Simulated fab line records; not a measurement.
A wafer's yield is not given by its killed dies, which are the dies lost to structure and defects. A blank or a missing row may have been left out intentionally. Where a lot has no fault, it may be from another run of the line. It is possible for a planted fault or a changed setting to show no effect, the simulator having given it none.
Which tool was responsible? + flow berkeleyCmos170 + 14 lots with 42 wafers sampled at 4 steps, on a route of 331 steps

## WHAT THE GAUGES SHOWED, per wafer
UCB170_PWELL_TW_MEAS_17. Usual: for PWELL_TW the level is 379 and the standard deviation is 3.2.
| lot  | measured    | on           | PWELL_TW    | flag |
|------|-------------|--------------|-------------|------|
| L377 | day 2 13:52 | filmMetro-04 | 379 378 378 |      |
| L378 | day 2 22:01 | filmMetro-04 | 377 380 378 |      |
| L379 | day 3 02:04 | filmMetro-03 | 383 385 384 |      |
| L380 | day 3 08:51 | filmMetro-02 | 380 380 380 |      |
| L381 | day 3 17:32 | filmMetro-03 | 385 384 385 |      |
| L382 | day 4 00:17 | filmMetro-03 | 379 380 380 |      |
| L383 | day 4 03:48 | filmMetro-04 | 377 376 379 |      |
| L384 | day 4 14:51 | filmMetro-02 | 383 384 383 |      |
| L385 | day 4 20:01 | filmMetro-04 | 376 376 376 |      |
| L395 | day 6 16:08 | filmMetro-04 | 374 374 376 |      |
| L397 | day 7 02:53 | filmMetro-04 | 376 375 377 |      |
| L398 | day 7 08:10 | filmMetro-02 | 381 382 379 |      |
| L399 | day 7 08:26 | filmMetro-02 | 380 381 382 |      |
| L400 | day 7 16:37 | filmMetro-04 | 377 376 376 |      |

UCB170_PVT_TW_MEAS_09. Usual: for PVT_TW the level is 508 and the standard deviation is 3.5.
| lot  | measured     | on           | PVT_TW      | flag |
|------|--------------|--------------|-------------|------|
| L377 | day 4 18:27  | filmMetro-03 | 510 509 511 |      |
| L378 | day 5 11:34  | filmMetro-02 | 511 512 514 |      |
| L379 | day 5 11:49  | filmMetro-04 | 510 510 506 |      |
| L380 | day 5 15:11  | filmMetro-04 | 509 506 508 |      |
| L381 | day 6 08:40  | filmMetro-02 | 513 512 511 |      |
| L382 | day 6 08:35  | filmMetro-04 | 500 503 503 |      |
| L383 | day 6 08:49  | filmMetro-04 | 504 503 502 |      |
| L384 | day 6 14:04  | filmMetro-04 | 502 503 503 |      |
| L385 | day 7 07:50  | filmMetro-03 | 507 510 509 |      |
| L395 | day 9 10:34  | filmMetro-03 | 511 510 512 |      |
| L397 | day 9 21:07  | filmMetro-04 | 507 507 501 |      |
| L398 | day 10 03:11 | filmMetro-04 | 515 510 508 |      |
| L399 | day 10 03:24 | filmMetro-04 | 511 510 509 |      |
| L400 | day 10 06:56 | filmMetro-04 | 510 509 512 |      |

## EACH LOT AND THE TOOL THAT RAN IT (in order: tool; ch and the chambers of the sampled wafers; start)
| lot  | UCB170_NWELL_IMPLANT_14        | UCB170_PWELL_ETCH_14             |
|------|--------------------------------|----------------------------------|
| L377 | implanter-04 ch 0, day 2 00:29 | rieDiel-03 ch 0,1,2, day 2 13:31 |
| L378 | implanter-02 ch 0, day 2 07:19 | rieDiel-02 ch 0,1, day 2 21:39   |
| L379 | implanter-04 ch 0, day 2 10:19 | rieDiel-03 ch 0,1, day 3 01:43   |
| L380 | implanter-04 ch 0, day 2 16:44 | rieDiel-02 ch 0,1, day 3 08:28   |
| L381 | implanter-02 ch 0, day 2 23:44 | rieDiel-02 ch 0,1,2, day 3 17:10 |
| L382 | implanter-02 ch 0, day 3 07:32 | rieDiel-03 ch 0,1,2, day 3 23:56 |
| L383 | implanter-02 ch 0, day 3 11:40 | rieDiel-04 ch 0,3, day 4 03:27   |
| L384 | implanter-02 ch 0, day 3 21:24 | rieDiel-03 ch 1,2, day 4 14:29   |
| L385 | implanter-02 ch 0, day 4 01:31 | rieDiel-04 ch 0,2,3, day 4 19:39 |
| L395 | implanter-04 ch 0, day 6 03:26 | rieDiel-04 ch 0,2, day 6 15:46   |
| L397 | implanter-01 ch 0, day 6 08:16 | rieDiel-04 ch 0,1,3, day 7 02:31 |
| L398 | implanter-01 ch 0, day 6 11:32 | rieDiel-04 ch 1,2, day 7 07:49   |
| L399 | implanter-04 ch 0, day 6 15:38 | rieDiel-03 ch 0,2,3, day 7 08:05 |
| L400 | implanter-04 ch 0, day 6 18:16 | rieDiel-02 ch 1,2,3, day 7 16:16 |
- UCB170_NWELL_IMPLANT_14
- UCB170_PWELL_ETCH_14: etches Si3N4 in CH3F/Ar/O2, stops on SiO2, target depth 242 nm, time 151 s.

## WHAT THE TOOLS THEMSELVES READ (means of the sampled wafers that have a number; where no wafer has one, the mark that the record gives instead)
UCB170_NWELL_IMPLANT_14. Usual: tiltDeg 7.000 degrees, standard deviation 0.024.
| lot  | tool         | tiltDeg (degrees) | flag |
|------|--------------|-------------------|------|
| L377 | implanter-04 | 6.979             |      |
| L378 | implanter-02 | 6.994             |      |
| L379 | implanter-04 | 6.985             |      |
| L380 | implanter-04 | 7.018             |      |
| L381 | implanter-02 | 7.047             |      |
| L382 | implanter-02 | 6.967             |      |
| L383 | implanter-02 | 7.004             |      |
| L384 | implanter-02 | 10.741            | OFF  |
| L385 | implanter-02 | 10.718            | OFF  |
| L395 | implanter-04 | 6.993             |      |
| L397 | implanter-01 | 7.026             |      |
| L398 | implanter-01 | 6.997             |      |
| L399 | implanter-04 | 6.995             |      |
| L400 | implanter-04 | 7.031             |      |

UCB170_PWELL_ETCH_14. Usual: chamberPressureMTorr 49.99 mTorr, standard deviation 0.04; drypumpMotorCurrentA 5.9 A, standard deviation 0.46; oesProductAu 0.934 a.u., standard deviation 0.018; throttleValvePct 8.10 %, standard deviation 0.14.
| lot  | tool       | chamberPressureMTorr (mTorr) | drypumpMotorCurrentA (A) | oesProductAu (a.u.) | throttleValvePct (%) | flag |
|------|------------|------------------------------|--------------------------|---------------------|----------------------|------|
| L377 | rieDiel-03 | 49.99                        | 6.3                      | 0.906               | 8.14                 |      |
| L378 | rieDiel-02 | 50.02                        | 5.4                      | 0.930               | 8.13                 |      |
| L379 | rieDiel-03 | 50.02                        | 6.4                      | 0.918               | 8.11                 |      |
| L380 | rieDiel-02 | 50.01                        | 5.4                      | 0.928               | 8.23                 |      |
| L381 | rieDiel-02 | 49.93                        | 5.4                      | 0.946               | 8.06                 |      |
| L382 | rieDiel-03 | 49.98                        | 6.4                      | 0.924               | 8.13                 |      |
| L383 | rieDiel-04 | 49.97                        | 6.3                      | 0.947               | 8.16                 |      |
| L384 | rieDiel-03 | 50.00                        | 6.1                      | 0.916               | 8.14                 |      |
| L385 | rieDiel-04 | 50.01                        | 6.2                      | 0.944               | 8.11                 |      |
| L395 | rieDiel-04 | 50.00                        | 6.1                      | 0.927               | 8.06                 |      |
| L397 | rieDiel-04 | 50.01                        | 6.2                      | 0.945               | 8.07                 |      |
| L398 | rieDiel-04 | 49.95                        | 6.1                      | 0.935               | 8.10                 |      |
| L399 | rieDiel-03 | 50.00                        | 6.3                      | 0.928               | 8.09                 |      |
| L400 | rieDiel-02 | 50.02                        | 5.5                      | 0.947               | 8.02                 |      |

## THE ANSWER, worked out from the rows above alone
Rule: a lot is off if the mean of its wafers that have a number lies more than 3 standard deviations from the usual mean. A lot without any number at a reading at which 4 lots or more have one is off too. Any other lot the step has rows for is counted as sound. First the gauges in route order, then the tools' own readings, where a lot's mean is used as printed above. At the first step where some lot is off, the reading lying furthest off is the one used; lots without a number count as furthest.
Off at UCB170_NWELL_IMPLANT_14 (tiltDeg): L384, L385.
If a tool, at that step or one of the process steps before it, ran each lot that is off and ran no sound lot following the first of them, it fits. One fits: UCB170_NWELL_IMPLANT_14 on implanter-02. A fault onset in the window from L383 (day 3 11:40, its last sound lot) to L384 (day 3 21:24, its first lot off) fits.
The tool's own readings at UCB170_NWELL_IMPLANT_14 bear it out: on the lots that are off they differ by more than 5 times the standard deviation of the sound lots' means. tiltDeg reads 10.729 degrees there against 7.003 degrees on the sound lots.

## WHAT WAS PUT IN BY THE SIMULATOR
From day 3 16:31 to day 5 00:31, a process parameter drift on implanter-02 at UCB170_NWELL_IMPLANT_14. Setting tiltDeg, moved by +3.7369, from 7. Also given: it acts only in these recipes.
Lots struck among those shown: L384, L385. The rule above found the same.
